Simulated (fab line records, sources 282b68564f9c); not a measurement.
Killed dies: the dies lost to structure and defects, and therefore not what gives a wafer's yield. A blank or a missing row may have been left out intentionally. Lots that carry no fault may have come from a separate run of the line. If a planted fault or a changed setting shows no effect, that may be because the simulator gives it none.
Which tool is to blame? | flow ritCmos | 7 lots, 21 wafers sampled, at 2 steps of a route of 202

WHAT EACH GAUGE READ, for each wafer
RIT_ACTIVE_THK_MEAS_02.
lot  | measured    | on           | ACTIVE_OXIDE_THK (nm)
L864 | day 2 01:13 | filmMetro-03 | 47.0 46.2 46.1
L866 | day 2 08:35 | filmMetro-02 | 46.9 46.6 47.4
L868 | day 2 19:20 | filmMetro-04 | 29.4 28.7 29.0
L874 | day 4 00:07 | filmMetro-04 | 46.6 46.5 46.4
L877 | day 4 19:05 | filmMetro-03 | 47.4 46.8 47.7
L880 | day 5 09:20 | filmMetro-02 | 46.9 46.1 46.9
L882 | day 5 18:38 | filmMetro-02 | 46.7 46.9 47.5

WHICH TOOL RAN EACH LOT (tool, then ch and the chambers of the sampled wafers, then the start)
lot  | RIT_ACTIVE_OXIDATION_01
L864 | furnace-04 ch 0, day 1 23:16
L866 | furnace-03 ch 0, day 2 06:40
L868 | furnace-04 ch 0, day 2 17:23
L874 | furnace-03 ch 0, day 3 22:10
L877 | furnace-03 ch 0, day 4 17:10
L880 | furnace-03 ch 0, day 5 07:23
L882 | furnace-03 ch 0, day 5 16:41
- RIT_ACTIVE_OXIDATION_01: target thk 46.8 nm, ox time 3360 s.

THE ANSWER, worked out from the rows above alone
Rule: the lots themselves supply what counts as usual. Put in order of their means at a reading, lots are off if they are a third of the lots or fewer, leave a main group of 4 or more, and stand apart from it by a gap of 3 or more times the standard deviation of the main group's means; of several such gaps the widest counts. If all means in a main group match to the digits the tables above print for the reading, that group is not used. Also off: a lot with no number at a reading for which 4 or more lots have one. Where the step has rows for the other lots, those lots are counted as sound.
Off: L868, at RIT_ACTIVE_THK_MEAS_02 (ACTIVE_OXIDE_THK). Mean 46.8 nm and standard deviation 0.31 in the main group.
If a tool, at a process step before that reading, ran all the lots that are off and no sound lot after the first of them, it fits. The gauges at RIT_ACTIVE_THK_MEAS_02 are tried like those tools. One fits: furnace-04 at RIT_ACTIVE_OXIDATION_01. Its last sound lot is L864 (day 1 23:16), its first lot that is off L868 (day 2 17:23): a fault that began between those two fits.

WHAT THE SIMULATOR HAD INSERTED
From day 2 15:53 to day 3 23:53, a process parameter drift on furnace-04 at RIT_ACTIVE_OXIDATION_01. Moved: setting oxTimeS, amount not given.
Struck lots among those shown: L868. The same result came from the rule above.
